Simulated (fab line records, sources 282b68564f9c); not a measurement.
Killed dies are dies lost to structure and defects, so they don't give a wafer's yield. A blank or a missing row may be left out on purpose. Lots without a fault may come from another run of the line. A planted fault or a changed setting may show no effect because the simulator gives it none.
fab line records | flow rit_cmos
record lots=15 wafers=45 last_day=7
route steps=202 shown SPACER@130 M1@202
lots that met no fault: from a run of the same line without faults
start_h: hours from the record's first day to the start of the lot's first wafer shown | wait_h: hours since the lot's step before | " the same as in the row above | L1.1+2: a row that stands for several wafers | - no value, or no start given | * or withheld: withheld | < > ~ a bound
route shown NAME@n: a module of which the file shows steps, and the number in the route of the first | usual: mean/standard deviation of fault-free wafers | same: alike in all rows | chamber/n: place in a boat | sites: the reading at each site | _std_site: their standard deviation | _edge_site: outer sites' mean less inner sites' | radius_mm: how far each site lies from the wafer's centre | mask NAME#n: copy n | behind: the tool/chamber that last shaped the wafer | hold: why the lot was held/for how many hours/how that ended | device: the transistor (n, p or np) that didn't switch | end of line: the same wafers' tests at the end of the route | a step without rows: its recipe alone | killed: dies lost to structure and defects at the first sort, not the wafer's yield | map: a wafer's dies, x killed, . not, _ none there
set.NAME: the setting as run; set.NAME@STEP: as run at that earlier step | model.NAME: the simulator's own value behind a step, which no gauge read
steps of the route over a sample of lots; a table a step, a row a wafer
services: from which hour (start_h, from the record's first day; less than 0 if before it) a tool's chamber was out of use, for how many hours, and why
## steps
# step RIT_SPACER_ETCHBACK_05
# recipe target_depth_a=2500 SF6_flow_sccm=30 CHF3_flow_sccm=30 target=Si3N4 chemistry=SF6/CHF3 pressure_mtorr=40 rf_w=250 time_s=240 stop_on=SiO2
# usual CHF3_flow_sccm=30.00/0.086 SF6_flow_sccm=30.00/0.092 drypump_motor_current_A=5.9/0.49 oes_product_au=0.845/0.012 throttle_valve_pct=10.27/0.15
# columns lot.wafer tool chamber start_h wait_h CHF3_flow_sccm SF6_flow_sccm drypump_motor_current_A oes_product_au rf_hours_counter_h throttle_valve_pct
L535.1 rie_diel-03 3 51.00 0.1 30.00 30.15 5.8 0.849 160 10.31
L535.2 " 2 " " 30.04 30.00 6.5 0.850 9 10.50
L535.4 " 1 " " 30.06 29.98 6.3 0.845 130 10.23
L537.2 rie_diel-01 1 61.08 0.0 30.12 29.92 5.1 0.853 55 10.21
L537.3 " 2 " " 29.94 29.86 6.5 0.831 25 10.17
L537.5 " 1 " " 30.07 29.99 5.1 0.846 - 10.22
L539.2 rie_diel-01 2 70.66 0.0 30.07 30.04 6.5 0.840 25 10.18
L539.5 " 1 " " 30.01 29.93 5.0 0.864 - 10.21
L539.6 " 2 " " 30.00 30.09 6.5 0.839 - 10.17
L540.1 rie_diel-03 1 75.23 0.1 30.13 30.14 6.3 0.842 131 10.24
L540.2 " 3 " " 30.04 30.02 5.8 0.859 161 10.32
L540.4 " 0 " " 30.06 29.96 6.0 0.813 130 10.00
L541.4 rie_diel-04 3 78.07 0.0 30.00 30.04 5.8 0.841 0 10.33
L541.5 " 2 " " 29.99 30.07 6.2 0.845 - 10.40
L541.6 " 1 " " 30.14 30.08 5.1 0.857 - 9.99
L543.2 rie_diel-04 1 90.68 0.0 30.02 30.07 5.1 0.865 128 9.99
L543.3 " 3 " " 29.95 30.11 5.8 0.840 0 10.32
L543.4 " 2 " " 29.94 30.01 6.2 0.836 109 10.39
L544.2 rie_diel-03 3 92.60 0.0 29.86 30.01 5.8 0.861 161 10.32
L544.5 " 1 " " 30.09 30.06 6.3 0.835 - 10.23
L544.6 " 2 " " 30.06 30.05 6.5 0.850 - 10.48
L546.3 rie_diel-01 1 102.02 0.0 30.06 29.95 5.1 0.863 56 10.22
L546.4 " 3 " " 30.05 30.01 5.8 0.860 8 10.40
L546.5 " 1 " " 29.99 30.08 5.1 0.861 - 10.22
L548.1 rie_diel-03 0 113.93 0.1 - - - - - -
L548.2 " 2 " " - - - - - -
L548.3 " 1 " " - - - - - -
L549.1 rie_diel-01 0 120.51 0.1 - - - - - -
L549.3 " 2 " " - - - - - -
L549.6 " 2 " " - - - - - -
L550.2 rie_diel-04 1 122.42 0.0 - - - - - -
L550.3 " 2 " " - - - - - -
L550.4 " 0 " " - - - - - -
L551.3 rie_diel-03 1 131.15 0.0 29.94 29.95 6.3 0.856 132 10.24
L551.5 " 3 " " 30.11 30.07 5.8 0.867 - 10.30
L551.6 " 2 " " 29.92 30.16 6.5 0.848 - 10.49
L555.1 rie_diel-01 2 151.06 0.1 29.95 29.90 6.5 0.827 27 10.19
L555.3 " 1 " " 29.92 29.93 5.0 0.850 57 10.23
L555.4 " 3 " " 30.14 30.00 5.8 0.851 10 10.39
L557.4 rie_diel-04 2 159.19 0.0 29.87 30.25 6.2 0.828 110 10.39
L557.5 " 2 " " 29.92 30.21 6.2 0.844 - 10.38
L557.6 " 3 " " 30.06 30.11 5.7 0.833 - 10.33
L558.1 rie_diel-01 1 162.49 0.1 29.87 30.01 5.1 0.862 57 10.21
L558.4 " 0 " " 30.19 30.10 6.1 0.837 25 10.36
L558.5 " 1 " " 29.87 29.85 5.1 0.851 - 10.22
# step RIT_M1_PROBE_99
# usual killed_at_contacts=0.1/0.24 killed_at_front_end=7/3.2 killed_dies=7/3.2 killed_on_rim=1.9/1.4 killed_open=3.6/2.1 killed_short=3.5/2
# same gross_dies=264 killed_at_M0_to_M3=0 killed_at_M4_up=0 killed_at_back_side=0 killed_at_other=0
# columns lot.wafer tool chamber start_h wait_h hold killed_at_contacts killed_at_front_end killed_dies killed_on_rim killed_open killed_short
L537.2 prober-02 - 72.47 0.1 - 0 6 6 1 4 2
L537.3 prober-02 - 72.52 0.2 - 0 7 7 2 4 3
L537.5 prober-02 - 72.62 0.2 - 0 10 10 4 4 6
L541.4 prober-02 - 89.60 0.2 - 0 2 2 1 1 1
L541.5 prober-02 - 89.65 0.2 - 1 3 4 1 1 3
L541.6 prober-02 - 89.70 0.2 - 0 5 5 1 2 3
L546.3 prober-01 - 113.04 0.2 - 0 9 9 4 4 5
L546.4 prober-01 - 113.09 0.2 - 0 9 9 1 6 3
L546.5 prober-01 - 113.14 0.2 - 0 4 4 3 2 2
L548.1 prober-01 - 126.67 1.4 await_dispo/1.6h/scrap 0 264 264 70 4 3
L548.2 prober-01 - 126.72 1.4 await_dispo/1.6h/scrap 0 264 264 70 3 0
L548.3 prober-01 - 126.77 1.5 await_dispo/1.6h/scrap 0 264 264 70 0 2
L549.1 prober-02 - 134.17 2.2 await_dispo/2.0h/scrap 0 264 264 70 4 4
L549.3 prober-02 - 134.27 2.3 await_dispo/2.0h/scrap 1 263 264 70 2 3
L549.6 prober-02 - 134.42 2.4 await_dispo/2.0h/scrap 0 264 264 70 4 5
L550.2 prober-01 - 137.46 3.5 await_dispo/4.9h/scrap 0 264 264 70 5 3
L550.3 prober-01 - 137.51 3.5 await_dispo/4.9h/scrap 0 264 264 70 5 3
L550.4 prober-01 - 137.56 3.5 await_dispo/4.9h/scrap 0 264 264 70 4 4
L551.3 prober-02 - 142.51 0.2 - 0 10 10 2 4 6
L551.5 prober-02 - 142.61 0.2 - 0 8 8 0 3 5
L551.6 prober-02 - 142.66 0.2 - 0 8 8 2 2 6
# killed by level:class
L537.2 GATE:geometric_particle:open=2 REOX:geometric_particle:open=2 FOX2:geometric_particle:short=1 GATE:geometric_particle:short=1
L537.3 FOX1:geometric_particle:open=2 GATE:geometric_particle:short=2 GATE:geometric_particle:open=2 FOX1:geometric_particle:short=1
L537.5 GATE:geometric_particle:open=4 GATE:geometric_particle:short=2 REOX:geometric_particle:short=2 SILICIDE:geometric_particle:short=2
L541.4 GATE:geometric_particle:short=1 SILICIDE:geometric_particle:open=1
L541.5 SILICIDE:geometric_particle:short=3 CONTACT:geometric_particle:open=1
L541.6 GATE:geometric_particle:short=2 GATE:geometric_particle:open=1 REOX:geometric_particle:open=1 SILICIDE:geometric_particle:short=1
L546.3 SPACER:geometric_particle:short=4 SPACER:geometric_particle:open=2 FOX2:geometric_particle:short=1 GATE:geometric_particle:open=1 SILICIDE:geometric_particle:open=1
L546.4 SILICIDE:geometric_particle:open=3 GATE:geometric_particle:short=2 FOX1:geometric_particle:open=1 FOX2:geometric_particle:open=1 SPACER:geometric_particle:short=1 SPACER:geometric_particle:open=1
L546.5 REOX:geometric_particle:open=2 GATE:geometric_particle:short=1 SPACER:geometric_particle:short=1
L548.1 SPACER:area_etchback=257 GATE:geometric_particle:short=2 SPACER:geometric_particle:open=2 FOX2:geometric_particle:open=1 GATE:geometric_particle:open=1 SPACER:geometric_particle:short=1
L548.2 SPACER:area_etchback=261 SILICIDE:geometric_particle:open=2 FOX1:geometric_particle:open=1
L548.3 SPACER:area_etchback=262 GATE:geometric_particle:short=1 REOX:geometric_particle:short=1
L549.1 SPACER:area_etchback=256 GATE:geometric_particle:open=3 GATE:geometric_particle:short=3 FOX1:geometric_particle:short=1 FOX1:geometric_particle:open=1
L549.3 SPACER:area_etchback=259 GATE:geometric_particle:open=2 FOX1:geometric_particle:short=1 GATE:geometric_particle:short=1 CONTACT:geometric_particle:short=1
L549.6 SPACER:area_etchback=255 GATE:geometric_particle:short=3 GATE:geometric_particle:open=2 FOX1:geometric_particle:short=1 FOX2:geometric_particle:short=1 REOX:geometric_particle:open=1 SPACER:geometric_particle:open=1
L550.2 SPACER:area_etchback=256 GATE:geometric_particle:open=2 FOX2:geometric_particle:short=1 GATE:geometric_particle:short=1 REOX:geometric_particle:open=1 SPACER:geometric_particle:open=1 SILICIDE:geometric_particle:short=1 SILICIDE:geometric_particle:open=1
L550.3 SPACER:area_etchback=256 GATE:geometric_particle:short=2 REOX:geometric_particle:open=2 FOX1:geometric_particle:open=1 GATE:geometric_particle:open=1 REOX:geometric_particle:short=1 SPACER:geometric_particle:open=1
L550.4 SPACER:area_etchback=256 FOX2:geometric_particle:open=1 GATE:geometric_particle:open=1 GATE:geometric_particle:short=1 REOX:geometric_particle:short=1 REOX:geometric_particle:open=1 SPACER:geometric_particle:short=1 SILICIDE:geometric_particle:open=1
L551.3 REOX:geometric_particle:short=3 GATE:geometric_particle:open=2 GATE:geometric_particle:short=2 FOX2:geometric_particle:short=1 REOX:geometric_particle:open=1 SPACER:geometric_particle:open=1
L551.5 GATE:geometric_particle:short=3 FOX2:geometric_particle:open=1 GATE:geometric_particle:open=1 SPACER:geometric_particle:open=1 SPACER:geometric_particle:short=1 SILICIDE:geometric_particle:short=1
L551.6 GATE:geometric_particle:short=2 FOX1:geometric_particle:short=1 FOX2:geometric_particle:short=1 GATE:geometric_particle:open=1 REOX:geometric_particle:short=1 SPACER:geometric_particle:short=1 SILICIDE:geometric_particle:open=1
## services
# columns tool chamber start_h hours kind
rie_diel-04 2 55.60 5.4 repair
rie_diel-04 3 62.73 - clean
rie_diel-04 3 62.73 14.3 scheduled_down
rie_diel-04 3 62.73 14.3 vent_cycle
rie_diel-03 3 97.30 - clean
rie_diel-03 3 97.30 18.0 scheduled_down
rie_diel-03 3 97.30 18.0 vent_cycle
rie_diel-03 - 115.02 1.0 repair
rie_diel-01 - 147.83 2.8 pm
## key
first_sign step=RIT_SPACER_ETCHBACK_05 reading=tool_record direction=missing
effect step=RIT_M1_PROBE_99 reading=killed_at_front_end direction=up sigmas=80 usual=7 struck=264
more_kills_born_at RIT_SPACER_ETCHBACK_05@rie_diel-03=780 RIT_SPACER_ETCHBACK_05@rie_diel-01=770 RIT_SPACER_ETCHBACK_05@rie_diel-04=768
met_at RIT_SPACER_ETCHBACK_05
struck_lots L548,L549,L550
later_rows_left_out L548.1,L548.2,L548.3,L549.1,L549.3,L549.6,L550.2,L550.3,L550.4
tester_left_out L548,L549,L550
onset_between 102.02 113.93
fault kind=skipped_step_whole tool=rie_diel-01,rie_diel-03,rie_diel-04 chamber=- onset_h=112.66 steps=RIT_SPACER_ETCHBACK_05 scope=struck_lots_only
# tester_left_out: of these lots the tester's yield and bins aren't shown, on N5 and GAA mostly nor the transistor test; their killed dies are dies lost to structure and defects alone, not to doping, threshold or leakage, so they don't give the yield
# later_rows_left_out: the simulator's readings of these wafers behind a module that went badly wrong aren't trusted and aren't shown, but for the sort
